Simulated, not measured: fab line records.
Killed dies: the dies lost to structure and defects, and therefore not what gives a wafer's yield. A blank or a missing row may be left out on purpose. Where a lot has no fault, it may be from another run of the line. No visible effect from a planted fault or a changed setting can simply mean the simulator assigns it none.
A lot that was struck, set against a sound lot :: flow ritCmos :: 44 steps out of a route of 202
Sound: the wafers L194.1, L194.3, L194.5. Struck: wafer L192.4 (L192.1, L192.6, from the same lot, were not struck and are left out); the cause is given at the end.
Each step with rows lists, per side, the tool, then ch with its chambers, then its first start. Under that, the readings that differ: sound wafers :: struck wafers :: difference of the means :: sigmas: that difference in standard deviations of wafers without a fault.
alike: words and numbers the same on both sides, and readings whose means are apart by under 2 such deviations; not compared: readings that were withheld, readings missing a value for some wafer, numbers with overlapping values and no deviation given by the record, and bounds like >300 which may hide the same value.
A row with sigmas, a row that says differs or no value, or rows on one side alone: a step with any of these is where the two part. Numbers that have no deviation but don't overlap get no sigmas and don't part them. Lack of a reading on every wafer of one side parts them only where that side has two or more wafers.

first, 2 steps without rows for these wafers: RIT_PLDD_PEB_04; RIT_PLDD_DEVELOP_05 (develop time 50 s).
RIT_PLDD_OVL_MEAS_06:
  sound on overlay-01 at day 4 02:17; struck on overlay-02 at day 3 17:58
reading: PLDD_OVL (nm)
sound: -1.2 -2.9 -2.3
struck: 0.5
difference: +2.6
sigmas: +2
then, 2 steps without rows for these wafers: RIT_PLDD_HARDBAKE_07 (time 60 s); RIT_PLDD_IMPLANT_08.
RIT_PLDD_STRIP_09: strips in O2, time 180 s.
  sound on plasmaAsher-01 ch 0,1, day 4 02:38; struck on plasmaAsher-03 ch 1, day 3 18:18
reading: chamberPressureMTorr (mTorr)
sound: 4006 4002 4001
struck: 3994
difference: -9
sigmas: -2
  alike: drypumpMotorCurrentA
  not compared: rfHoursCounterH
RIT_PLDD_TW_MEAS_10:
  sound on filmMetro-01 at day 4 02:48; struck on filmMetro-01 at day 3 18:28
  alike: PLDD_TW
then, 4 steps without rows for these wafers: RIT_SPACER_CLEAN_00 (cleans in SC1, time 600 s); RIT_SPACER_CLEAN_01 (cleans in dHF, time 30 s); RIT_SPACER_CLEAN_02 (cleans in SC2, time 600 s); RIT_SPACER_CVD_03 (deposits Si3N4 from SiH2Cl2/NH3, target thk 250 nm, time 3300 s).
RIT_SPACER_THK_MEAS_04:
  sound on filmMetro-03 at day 4 05:11; struck on filmMetro-03 at day 3 21:01
  alike: SPACER_NITRIDE_THK
RIT_SPACER_ETCHBACK_05: etches Si3N4 in SF6/CHF3, stops on SiO2, target depth 250 nm, time 246.9 s.
  sound on rieDiel-01 ch 0,1, day 4 05:14; struck on rieDiel-03 ch 2, day 3 21:04
reading: drypumpMotorCurrentA (A)
sound: 5.80 5.84 5.84
struck: 6.42
difference: +0.59
sigmas: +2

reading: model.poly-Si_of_GATE_CVD_08.thkNm (nm)
sound: 168.6 170.8 168.9
struck: 161.3
difference: -8.1
sigmas: 

reading: model.Si3N4_of_SPACER_CVD_03.thkNm (nm)
sound: 193.9 195.5 195.1
struck: 190.7
difference: -4.1
sigmas: 
  alike: chamberPressureMTorr, oesProductAu, throttleValvePct
  not compared: rfHoursCounterH
then, 6 steps without rows for these wafers: RIT_NSD_HMDS_00 (prime time 60 s); RIT_NSD_COAT_01 (resist thk 1000 nm); RIT_NSD_SOFTBAKE_02 (time 60 s); RIT_NSD_EXPOSE_03 (exposes mask M9, target cd 40700 nm); RIT_NSD_PEB_04; RIT_NSD_DEVELOP_05 (develop time 50 s).
RIT_NSD_OVL_MEAS_06:
  sound on overlay-01 at day 4 06:32; struck on overlay-02 at day 3 22:04
  alike: NSD_OVL
then, 2 steps without rows for these wafers: RIT_NSD_HARDBAKE_07 (time 60 s); RIT_NSD_IMPLANT_08.
RIT_NSD_STRIP_09: strips in O2, time 180 s.
  sound on plasmaAsher-01 ch 0,1, day 4 06:53; struck on plasmaAsher-04 ch 1, day 3 22:25
reading: drypumpMotorCurrentA (A)
sound: 5.65 5.67 5.70
struck: 6.41
difference: +0.74
sigmas: +3
  alike: chamberPressureMTorr
  not compared: rfHoursCounterH
RIT_NSD_TW_MEAS_10:
  sound on filmMetro-02 at day 4 07:03; struck on filmMetro-04 at day 3 22:35
  alike: NSD_TW
then, 6 steps without rows for these wafers: RIT_PSD_HMDS_00 (prime time 60 s); RIT_PSD_COAT_01 (resist thk 1000 nm); RIT_PSD_SOFTBAKE_02 (time 60 s); RIT_PSD_EXPOSE_03 (exposes mask M10, target cd 40900 nm); RIT_PSD_PEB_04; RIT_PSD_DEVELOP_05 (develop time 51.19 s).
RIT_PSD_OVL_MEAS_06:
  sound on overlay-01 at day 4 08:08; struck on overlay-02 at day 3 23:30
  alike: PSD_OVL
then, 2 steps without rows for these wafers: RIT_PSD_HARDBAKE_07 (time 60 s); RIT_PSD_IMPLANT_08.
RIT_PSD_STRIP_09: strips in O2, time 180 s.
  sound on plasmaAsher-03 ch 0,1, day 4 08:28; struck on plasmaAsher-03 ch 0, day 3 23:50
  alike: chamberPressureMTorr, drypumpMotorCurrentA
  not compared: rfHoursCounterH
RIT_PSD_TW_MEAS_10:
  sound on filmMetro-02 at day 4 08:39; struck on filmMetro-04 at day 4 00:01
  alike: PSD_TW
then, 2 steps without rows for these wafers: RIT_SDANNEAL_CLEAN_00 (cleans in SC1, time 600 s); RIT_SDANNEAL_CLEAN_01 (cleans in dHF, time 30 s).
RIT_SDANNEAL_CLEAN_02: cleans in SC2, time 600 s.
  sound on wetBench-01 ch 0, day 4 08:54; struck on wetBench-02 ch 2, day 4 00:16
reading: model.poly-Si_of_GATE_CVD_08.thkNm (nm)
sound: 164.5 166.7 164.8
struck: 157.1
difference: -8.2
sigmas: 
RIT_SDANNEAL_RTA_03: time 5 s.
  sound on rtpAnneal-02 ch 0, day 4 09:04; struck on rtpAnneal-02 ch 0, day 4 00:26
  alike: annealTempCMax, wafer_temp_C_max
RIT_SDANNEAL_RS_MEAS_04: a four-point-probe measurement.
  sound on filmMetro-04 at day 4 09:08; struck on filmMetro-02 at day 4 00:29
reading: PSD_RS (ohm/sq)
sound: 116.68 116.28 116.15
struck: 115.65
difference: -0.72
sigmas: -3
RIT_SDANNEAL_RS_MEAS_05: a four-point-probe measurement.
  sound on filmMetro-04 at day 4 09:15; struck on filmMetro-02 at day 4 00:37
  alike: NSD_RS
RIT_SDANNEAL_RS_MEAS_06: a four-point-probe measurement.
  sound on filmMetro-04 at day 4 09:22; struck on filmMetro-02 at day 4 00:44
  alike: PLDD_RS
RIT_SILICIDE_WET_ETCH_00: etches SiO2 in BOE, target depth 14 nm, time 15 s.
  sound on wetBench-01 ch 2, day 4 09:37; struck on wetBench-03 ch 1, day 4 00:58
reading: model.Si3N4_of_SPACER_CVD_03.thkNm (nm)
sound: 192.8 194.3 193.9
struck: 189.5
difference: -4.2
sigmas: 
RIT_M1_PROBE_99:
  sound on prober-02 at day 4 16:40; struck on prober-02 at day 4 07:58
reading: model.etest.nmos_0p15.rOnOhmUm
sound: 1143 1106 1103
struck: 1226
difference: +109
sigmas: 

reading: model.etest.nmos_0p3.rOnOhmUm
sound: 2176 2140 2107
struck: 2251
difference: +110
sigmas: 

reading: model.etest.pplusSal.widthNm (nm)
sound: 3424 3441 3424
struck: 3481
difference: +51
sigmas: 

reading: model.etest.nplusSal.widthNm (nm)
sound: 3441 3421 3412
struck: 3480
difference: +55
sigmas: 

reading: model.etest.pwellPinched.rsOhmSq
sound: 460.4 459.2 457
struck: 487
difference: +28
sigmas: 

reading: model.etest.nwellPinched.rsOhmSq
sound: 339.8 333.7 332.8
struck: 344.9
difference: +9.5
sigmas: 

reading: model.etest.diodePplusNwell.bvV (V)
sound: 6.633 6.591 6.614
struck: 6.747
difference: +0.134
sigmas: 

reading: model.etest.nmos_0p15.toxInvNm (nm)
sound: 4.394 4.437 4.413
struck: 4.322
difference: -0.093
sigmas: 
  alike: killedAtContacts, killedAtFrontEnd, killedDies, killedOpen, killedShort

== WHERE THEY PART ==
Last at RIT_SDANNEAL_RS_MEAS_04 as far as this record goes, first at RIT_PLDD_OVL_MEAS_06. Later steps at which nothing parts them and some readings are alike: RIT_SDANNEAL_RS_MEAS_05, RIT_SDANNEAL_RS_MEAS_06, RIT_M1_PROBE_99.

WHY: the cause the simulator had injected
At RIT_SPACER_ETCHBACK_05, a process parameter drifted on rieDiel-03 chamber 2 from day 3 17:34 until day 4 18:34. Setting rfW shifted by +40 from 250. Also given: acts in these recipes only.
